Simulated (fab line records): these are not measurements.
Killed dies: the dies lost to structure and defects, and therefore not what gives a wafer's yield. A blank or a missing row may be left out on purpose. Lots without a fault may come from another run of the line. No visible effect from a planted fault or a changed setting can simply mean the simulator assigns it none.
Chamber matching + flow berkeley_cmos170 + 4 sister chambers for UCB170_V1_ETCH_14 on rie_diel-02
The step etches SiO2 in CHF3/CF4/Ar, stops on Al, target depth 1250 nm, time 291 s. 16 wafers are shown with their chamber, then 8 later ones without.

WAFERS PAIRED WITH THEIR CHAMBERS
| wafer  | chamber | drypump_motor_current_A (A) | throttle_valve_pct (%) | oes_product_au (a.u.) |
|--------|---------|-----------------------------|------------------------|-----------------------|
| L206.1 | 2       | 5.6                         | 6.84                   | 0.870                 |
| L206.2 | 1       | 5.8                         | 6.73                   | 0.862                 |
| L206.5 | 0       | 5.2                         | 6.91                   | 0.891                 |
| L208.2 | 3       | 5.4                         | 7.15                   | 0.899                 |
| L208.3 | 0       | 5.2                         | 6.91                   | 0.879                 |
| L208.6 | 2       | 5.6                         | 6.86                   | 0.871                 |
| L220.2 | 2       | 5.6                         | 6.88                   | 0.869                 |
| L220.3 | 3       | 5.5                         | 7.16                   | 0.882                 |
| L220.5 | 3       | 5.4                         | 7.15                   | 0.891                 |
| L224.3 | 3       | 5.4                         | 7.17                   | 0.891                 |
| L224.5 | 2       | 5.6                         | 6.88                   | 0.869                 |
| L224.6 | 3       | 5.4                         | 7.14                   | 0.896                 |
| L225.1 | 2       | 5.6                         | 6.87                   | 0.863                 |
| L225.2 | 1       | 5.8                         | 6.74                   | 0.871                 |
| L225.3 | 3       | 5.4                         | 7.15                   | 0.894                 |
| L226.1 | 3       | 5.4                         | 7.16                   | 0.892                 |

SIGNATURES (averages over the wafers above)
| reading                 | chamber 0 | chamber 1 | chamber 2 | chamber 3 | scatter within a chamber |
|-------------------------|-----------|-----------|-----------|-----------|--------------------------|
| drypump_motor_current_A | 5.200     | 5.800     | 5.600     | 5.414     | 0.0267                   |
| throttle_valve_pct      | 6.9100    | 6.7350    | 6.8660    | 7.1543    | 0.012                    |
| oes_product_au          | 0.88500   | 0.86650   | 0.86840   | 0.89214   | 0.00518                  |
Rule: for a wafer and a chamber, the distance is found by dividing, reading by reading, the gap between the wafer's reading and the chamber's mean by the reading's scatter, squaring, summing and taking the root. If the next closest chamber is less than 2 further off than the closest, the wafer can't be placed; otherwise it belongs to the closest. How the scatter is found: for the shown wafers, subtract from each reading the mean of its chamber, square and add these, divide the total by (wafers less chambers), then take the root.

WAFERS WHOSE CHAMBER IS MISSING
| wafer  | drypump_motor_current_A (A) | throttle_valve_pct (%) | oes_product_au (a.u.) |
|--------|-----------------------------|------------------------|-----------------------|
| L226.2 | 5.2                         | 6.91                   | 0.887                 |
| L226.6 | 5.4                         | 7.14                   | 0.893                 |
| L227.3 | 5.6                         | 6.86                   | 0.867                 |
| L227.5 | 5.5                         | 6.87                   | 0.865                 |
| L227.6 | 5.8                         | 6.72                   | 0.866                 |
| L229.1 | 5.4                         | 7.16                   | 0.899                 |
| L229.3 | 5.2                         | 6.92                   | 0.886                 |
| L229.4 | 5.6                         | 6.85                   | 0.873                 |

WHICH CHAMBER EACH ONE RAN IN
| wafer  | from the rows above | in truth |
|--------|---------------------|----------|
| L226.2 | 0                   | 0        |
| L226.6 | 3                   | 3        |
| L227.3 | 2                   | 2        |
| L227.5 | 2                   | 2        |
| L227.6 | 1                   | 1        |
| L229.1 | 3                   | 3        |
| L229.3 | 0                   | 0        |
| L229.4 | 2                   | 2        |
Placed correctly: 8 of 8. Can't be placed from these rows: 0. Placed wrongly: 0.
